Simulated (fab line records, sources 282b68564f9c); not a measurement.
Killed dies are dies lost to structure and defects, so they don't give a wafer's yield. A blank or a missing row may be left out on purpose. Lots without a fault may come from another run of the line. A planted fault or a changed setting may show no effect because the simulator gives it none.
fab line records | flow rit_cmos
record lots=6 wafers=18 last_day=8
route steps=202 shown PWELL@43 WELLDRIVE@50 NWELL@51 NRETRO@53 M1@202
lots that met no fault: from a run of the same line without faults
start_h: hours from the record's first day to the start of the lot's first wafer shown | wait_h: hours since the lot's step before | " the same as in the row above | L1.1+2: a row that stands for several wafers | - no value, or no start given | * or withheld: withheld | < > ~ a bound
route shown NAME@n: a module of which the file shows steps, and the number in the route of the first | usual: mean/standard deviation of fault-free wafers | same: alike in all rows | chamber/n: place in a boat | sites: the reading at each site | _std_site: their standard deviation | _edge_site: outer sites' mean less inner sites' | radius_mm: how far each site lies from the wafer's centre | mask NAME#n: copy n | behind: the tool/chamber that last shaped the wafer | hold: why the lot was held/for how many hours/how that ended | device: the transistor (n, p or np) that didn't switch | end of line: the same wafers' tests at the end of the route | a step without rows: its recipe alone | killed: dies lost to structure and defects at the first sort, not the wafer's yield | map: a wafer's dies, x killed, . not, _ none there
set.NAME: the setting as run; set.NAME@STEP: as run at that earlier step | model.NAME: the simulator's own value behind a step, which no gauge read
lots at some steps of the route; a table a step, a row a wafer
services: from which hour (start_h, from the record's first day; less than 0 if before it) a tool's chamber was out of use, for how many hours, and why
## steps
# step RIT_PWELL_PEB_04
# recipe resist=NOVOLAK temp_c=withheld time_s=withheld
# step RIT_PWELL_DEVELOP_05
# recipe resist=NOVOLAK develop_time_s=68 dev_temp_c=23
# step RIT_PWELL_OVL_MEAS_06
# usual PWELL_OVL=-0.4/1.3
# columns lot.wafer tool chamber start_h wait_h PWELL_OVL[nm]
L813.1 overlay-02 - 41.11 - 0.3
L813.5 " - " " -1.6
L813.6 " - " " -0.4
L816.2 overlay-02 - 58.09 - -0.4
L816.3 " - " " -1.4
L816.6 " - " " -0.4
L824.1 overlay-01 - 93.65 - -0.9
L824.2 " - " " -1.9
L824.4 " - " " -1.0
L826.1 overlay-02 - 105.09 - 0.4
L826.2 " - " " -0.4
L826.3 " - " " 0.9
L829.4 overlay-02 - 120.36 - -2.6
L829.5 " - " " -2.2
L829.6 " - " " -0.9
L831.1 overlay-02 - 131.01 - -0.3
L831.3 " - " " -0.3
L831.6 " - " " -0.1
# step RIT_PWELL_HARDBAKE_07
# recipe resist=NOVOLAK temp_c=140 time_s=120
# step RIT_PWELL_IMPLANT_08
# recipe species=B energy_kev=170 dose_cm2=7e+13 tilt_deg=7
# step RIT_PWELL_STRIP_09
# recipe chemistry=O2 time_s=180 resist=NOVOLAK platen_temp_c=withheld power_w=500 pressure_mtorr=4000 o2_flow_sccm=4000
# usual drypump_motor_current_A=6.0/0.33
# columns lot.wafer tool chamber start_h wait_h drypump_motor_current_A rf_hours_counter_h
L813.1 plasma_asher-04 1 41.55 0.1 6.0 40
L813.5 " 0 " " 6.2 -
L813.6 " 1 " " 6.0 -
L816.2 plasma_asher-04 0 58.52 0.1 6.2 41
L816.3 " 1 " " 6.1 -
L816.6 " 1 " " 6.0 -
L824.1 plasma_asher-04 1 94.09 0.1 6.0 45
L824.2 " 0 " " 6.3 45
L824.4 " 0 " " 6.3 -
L826.1 plasma_asher-03 1 105.52 0.1 6.5 46
L826.2 " 0 " " 5.6 46
L826.3 " 1 " " 6.4 -
L829.4 plasma_asher-03 1 120.84 0.1 6.4 -
L829.5 " 1 " " 6.4 -
L829.6 " 0 " " 5.6 -
L831.1 plasma_asher-04 0 131.45 0.1 6.3 1
L831.3 " 0 " " 6.2 -
L831.6 " 1 " " 6.0 -
# step RIT_PWELL_TW_MEAS_10
# usual PWELL_TW=950/11
# columns lot.wafer tool chamber start_h wait_h PWELL_TW
L813.1 film_metro-02 - 41.72 0.1 936
L813.5 " - " " 936
L813.6 " - " " 941
L816.2 film_metro-02 - 58.71 0.1 940
L816.3 " - " " 936
L816.6 " - " " 933
L824.1 film_metro-02 - 94.26 0.1 936
L824.2 " - " " 940
L824.4 " - " " 940
L826.1 film_metro-02 - 105.70 0.1 937
L826.2 " - " " 938
L826.3 " - " " 934
L829.4 film_metro-01 - 120.98 0.1 949
L829.5 " - " " 948
L829.6 " - " " 947
L831.1 film_metro-03 - 131.62 0.1 958
L831.3 " - " " 958
L831.6 " - " " 960
# step RIT_WELLDRIVE_ANNEAL_00
# recipe temp_c=1100 time_s=14700 ambient=N2
# step RIT_WELLDRIVE_RS_MEAS_01
# recipe thk_meas_gauge=four-point-probe
# usual NWELL_RS=275.7/0.73
# columns lot.wafer tool chamber start_h wait_h NWELL_RS[ohm/sq]
L813.1 film_metro-03 - 49.76 0.0 276.9
L813.5 " - " " 277.2
L813.6 " - " " 276.9
L816.2 film_metro-01 - 64.55 0.0 275.6
L816.3 " - " " 275.6
L816.6 " - " " 275.4
L824.1 film_metro-02 - 99.94 0.0 275.1
L824.2 " - " " 275.0
L824.4 " - " " 275.1
L826.1 film_metro-03 - 112.39 0.0 275.3
L826.2 " - " " 275.4
L826.3 " - " " 275.6
L829.4 film_metro-03 - 127.20 0.1 276.7
L829.5 " - " " 277.1
L829.6 " - " " 276.8
L831.1 film_metro-03 - 136.77 0.0 276.1
L831.3 " - " " 276.0
L831.6 " - " " 276.1
# step RIT_WELLDRIVE_RS_MEAS_02
# recipe thk_meas_gauge=four-point-probe
# usual PWELL_RS=429.7/1.4
# columns lot.wafer tool chamber start_h wait_h PWELL_RS[ohm/sq]
L813.1 film_metro-03 - 49.88 0.1 429.4
L813.5 " - " " 429.2
L813.6 " - " " 430.0
L816.2 film_metro-01 - 64.67 0.1 432.0
L816.3 " - " " 429.9
L816.6 " - " " 429.7
L824.1 film_metro-02 - 100.06 0.1 429.6
L824.2 " - " " 431.9
L824.4 " - " " 430.1
L826.1 film_metro-03 - 112.51 0.1 429.7
L826.2 " - " " 429.4
L826.3 " - " " 430.8
L829.4 film_metro-03 - 127.32 0.1 433.1
L829.5 " - " " 432.5
L829.6 " - " " 432.8
L831.1 film_metro-03 - 136.89 0.1 429.6
L831.3 " - " " 430.7
L831.6 " - " " 429.9
# step RIT_NRETRO_HMDS_00
# recipe prime_time_s=60 prime_temp_c=140
# step RIT_NRETRO_COAT_01
# recipe resist=NOVOLAK spin_rpm=2000 resist_thk_nm=1300
# step RIT_NRETRO_SOFTBAKE_02
# recipe resist=NOVOLAK temp_c=90 time_s=60
# usual heater_power_total_W=34.56/0.054 plate_temp_C=90.00/0.13
# columns lot.wafer tool chamber start_h wait_h heater_power_total_W plate_temp_C
L813.1 litho_track-01 0 50.30 0.1 34.55 90.11
L813.5 " 0 " " 34.59 89.99
L813.6 " 0 " " 34.62 90.14
L816.2 litho_track-01 0 65.10 0.1 34.58 90.18
L816.3 " 0 " " 34.56 90.18
L816.6 " 0 " " 34.48 90.13
L824.1 litho_track-01 0 100.48 0.1 35.38 91.41
L824.2 " 0 " " 35.36 91.40
L824.4 " 0 " " 35.23 91.29
L826.1 litho_track-01 0 112.93 0.1 35.17 91.34
L826.2 " 0 " " 35.22 91.55
L826.3 " 0 " " 35.34 91.28
L829.4 litho_track-03 0 127.75 0.1 34.53 90.03
L829.5 " 0 " " 34.50 89.86
L829.6 " 0 " " 34.57 90.08
L831.1 litho_track-03 0 137.31 0.1 34.43 89.86
L831.3 " 0 " " 34.58 89.86
L831.6 " 0 " " 34.65 89.87
# step RIT_NRETRO_EXPOSE_03
# recipe mask_id=M4 na=0.57 target_cd_nm=43900 dose_mj=250
# step RIT_M1_PROBE_99
# usual killed_at_contacts=0.1/0.23 killed_at_front_end=6.2/2.8 killed_dies=6.3/2.7 killed_open=3.1/2 killed_short=3.2/1.8
# same gross_dies=264 killed_at_M0_to_M3=0 killed_at_M4_up=0 killed_at_back_side=0 killed_at_other=0
# columns lot.wafer tool chamber start_h wait_h killed_at_contacts killed_at_front_end killed_dies killed_open killed_short
L813.1 prober-01 - 81.21 0.1 0 5 5 4 1
L813.5 prober-01 - 81.41 0.2 0 7 7 4 3
L813.6 prober-01 - 81.46 0.2 0 5 5 3 2
L816.2 prober-02 - 97.51 0.1 0 6 6 4 2
L816.3 prober-02 - 97.56 0.2 0 4 4 3 1
L816.6 prober-02 - 97.71 0.2 0 8 8 5 3
L824.1 prober-01 - 132.89 0.1 0 5 5 3 2
L824.2 prober-01 - 132.94 0.1 0 11 11 6 5
L824.4 prober-01 - 133.04 0.2 0 9 9 4 5
L826.1 prober-01 - 142.39 0.1 0 14 14 5 9
L826.2 prober-01 - 142.44 0.1 0 4 4 1 3
L826.3 prober-01 - 142.49 0.2 0 9 9 2 7
L829.4 prober-01 - 156.64 0.2 0 4 4 2 2
L829.5 prober-01 - 156.69 0.2 1 8 9 2 7
L829.6 prober-01 - 156.74 0.2 0 4 4 1 3
L831.1 prober-01 - 181.40 0.1 0 4 4 2 2
L831.3 prober-01 - 181.50 0.2 0 7 7 2 5
L831.6 prober-01 - 181.65 0.2 0 9 9 5 4
# killed by level:class
L813.1 GATE:geometric_particle:open=2 GATE:geometric_particle:short=1 REOX:geometric_particle:open=1 SPACER:geometric_particle:open=1
L813.5 GATE:geometric_particle:open=3 GATE:geometric_particle:short=2 FOX2:geometric_particle:open=1 SILICIDE:geometric_particle:short=1
L813.6 SPACER:geometric_particle:open=3 FOX1:geometric_particle:short=1 SPACER:geometric_particle:short=1
L816.2 FOX1:geometric_particle:open=1 FOX2:geometric_particle:open=1 GATE:geometric_particle:short=1 REOX:geometric_particle:short=1 SPACER:geometric_particle:open=1 SILICIDE:geometric_particle:open=1
L816.3 FOX1:geometric_particle:short=1 FOX2:geometric_particle:open=1 GATE:geometric_particle:open=1 SILICIDE:geometric_particle:open=1
L816.6 FOX1:geometric_particle:open=2 GATE:geometric_particle:open=1 GATE:geometric_particle:short=1 REOX:geometric_particle:open=1 SPACER:geometric_particle:short=1 SPACER:geometric_particle:open=1 STARTING-WAFER:geometric_particle:short=1
L824.1 GATE:geometric_particle:open=2 GATE:geometric_particle:short=1 SPACER:geometric_particle:open=1 SILICIDE:geometric_particle:short=1
L824.2 GATE:geometric_particle:open=4 REOX:geometric_particle:short=3 REOX:geometric_particle:open=2 FOX2:geometric_particle:short=1 GATE:geometric_particle:short=1
L824.4 GATE:geometric_particle:open=2 FOX1:geometric_particle:short=1 FOX2:geometric_particle:short=1 GATE:geometric_particle:short=1 REOX:geometric_particle:open=1 REOX:geometric_particle:short=1 SILICIDE:geometric_particle:short=1 SILICIDE:geometric_particle:open=1
L826.1 GATE:geometric_particle:short=5 REOX:geometric_particle:open=3 FOX1:geometric_particle:short=2 GATE:geometric_particle:open=2 FOX2:geometric_particle:short=1 SILICIDE:geometric_particle:short=1
L826.2 REOX:geometric_particle:short=2 GATE:geometric_particle:short=1 GATE:geometric_particle:open=1
L826.3 SPACER:geometric_particle:short=4 GATE:geometric_particle:short=2 FOX1:geometric_particle:short=1 GATE:geometric_particle:open=1 SPACER:geometric_particle:open=1
L829.4 GATE:geometric_particle:short=2 GATE:geometric_particle:open=1 SPACER:geometric_particle:open=1
L829.5 GATE:geometric_particle:short=4 GATE:geometric_particle:open=2 SILICIDE:geometric_particle:short=2 CONTACT:geometric_particle:short=1
L829.6 ACTIVE:geometric_particle:short=1 FOX1:geometric_particle:short=1 FOX2:geometric_particle:open=1 GATE:geometric_particle:short=1
L831.1 FOX1:geometric_particle:short=1 GATE:geometric_particle:open=1 REOX:geometric_particle:open=1 SPACER:geometric_particle:short=1
L831.3 GATE:geometric_particle:short=2 FOX1:geometric_particle:short=1 FOX2:geometric_particle:open=1 REOX:geometric_particle:open=1 REOX:geometric_particle:short=1 STARTING-WAFER:geometric_particle:short=1
L831.6 GATE:geometric_particle:short=3 FOX2:geometric_particle:open=1 FOX2:geometric_particle:short=1 GATE:geometric_particle:open=1 REOX:geometric_particle:open=1 SPACER:geometric_particle:open=1 SILICIDE:geometric_particle:open=1
## services
# columns tool chamber start_h hours kind
plasma_asher-04 - 45.85 1.2 repair
plasma_asher-04 - 108.75 9.0 pm
plasma_asher-04 0 108.75 9.0 vent_cycle
plasma_asher-04 1 108.75 9.0 vent_cycle
plasma_asher-04 0 117.75 - clean
plasma_asher-04 1 117.75 - clean
## key
first_sign step=RIT_NRETRO_SOFTBAKE_02 reading=heater_power_total_W direction=up sigmas=13 usual=34.56 struck=35.28
effect step=RIT_NRETRO_SOFTBAKE_02 reading=plate_temp_C direction=up sigmas=11 usual=* struck=*
met_at RIT_NRETRO_SOFTBAKE_02
struck_wafers L824.1,L824.2,L824.4,L826.1,L826.2,L826.3
tester_left_out L824,L826
onset_between 65.10 100.48
fault kind=process_parameter_drift tool=litho_track-01 chamber=- onset_h=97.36 steps=RIT_NRETRO_SOFTBAKE_02 channel=temp_c offset=* shape=step end_h=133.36 acts_in=* stated=*
# tester_left_out: of these lots the tester's yield and bins aren't shown, on N5 and GAA mostly nor the transistor test; their killed dies are dies lost to structure and defects alone, not to doping, threshold or leakage, so they don't give the yield
